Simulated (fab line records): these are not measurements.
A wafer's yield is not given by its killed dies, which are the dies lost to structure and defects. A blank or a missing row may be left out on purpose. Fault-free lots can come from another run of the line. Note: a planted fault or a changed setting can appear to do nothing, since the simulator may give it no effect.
One fault seen from 2 desks | flow rit_cmos | only its own numbers are on each desk; what lay behind them is given at the end

## THE TOOL OWNER'S DESK: rtp_anneal-01
At RIT_SDANNEAL_RTA_03 (time 5 s), the tool's own readings, given per lot that ran on this tool as the mean of the sampled wafers with a number. A lot is out of limits, marked OUT, if its mean lies more than 4 standard deviations from the usual mean; the brackets give that distance.
Columns: A = ramp_down_c_per_s at RIT_SDANNEAL_RTA_03, usual 171.00; B = wafer_temp_C_max at RIT_SDANNEAL_RTA_03, usual 1053.6
lot  | first seen here | A                       | B
L954 | day 3 11:38     | 170.99                  | 1053.5
L966 | day 5 23:54     | 34.18 (-99 or more) OUT | 1054.9
L968 | day 6 09:15     | 34.19 (-99 or more) OUT | 1053.3
This desk's verdict: out of limits on L966, L968, starting with L966 at day 5 23:54 (ramp_down_c_per_s at RIT_SDANNEAL_RTA_03). Within limits: L954.

## METROLOGY DESK
Lot by lot, what the gauges showed, no matter which tool ran the lot: averages of those sampled wafers that carry a number. A lot is out of limits, marked OUT, if its mean lies more than 4 standard deviations from the usual mean; the brackets give that distance.
Columns: A = PSD_OVL at RIT_PSD_OVL_MEAS_06, usual -0.3 nm; B = PSD_TW at RIT_PSD_TW_MEAS_10, usual 3429; C = PSD_RS at RIT_SDANNEAL_RS_MEAS_04, usual 115.78 ohm/sq
lot  | first seen here | A    | B    | C
L954 | day 3 10:40     | 0.5  | 3478 | 115.71
L955 | day 3 14:56     | -1.3 | 3429 | 115.80
L966 | day 5 22:58     | -0.3 | 3423 | 115.89
L968 | day 6 08:15     | 1.0  | 3428 | 115.86
L971 | day 6 23:50     | -0.2 | 3440 | 115.81
L973 | day 7 08:46     | -0.7 | 3422 | 115.92
This desk's finding: nothing out of limits on any of the 6 lots.

## PUT TOGETHER
At day 5 23:54, on L966, L968, the tool owner's desk was in a position to raise an alarm.
At the metrology desk, nothing out of limits was observed.
The metrology desk has L966, L968 on record, within its limits.
RIT_SDANNEAL_RTA_03 was run on rtp_anneal-01 by each of the lots named.

## WHAT THE SIMULATOR HAD INSERTED
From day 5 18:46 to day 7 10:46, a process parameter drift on rtp_anneal-01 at RIT_SDANNEAL_RTA_03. Setting ramp_down_c_per_s, moved by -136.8, from 171.
Struck lots among those shown: L966, L968.
Time in hours from fault onset to the first out-of-limits reading at each desk: the tool owner's desk, 5.
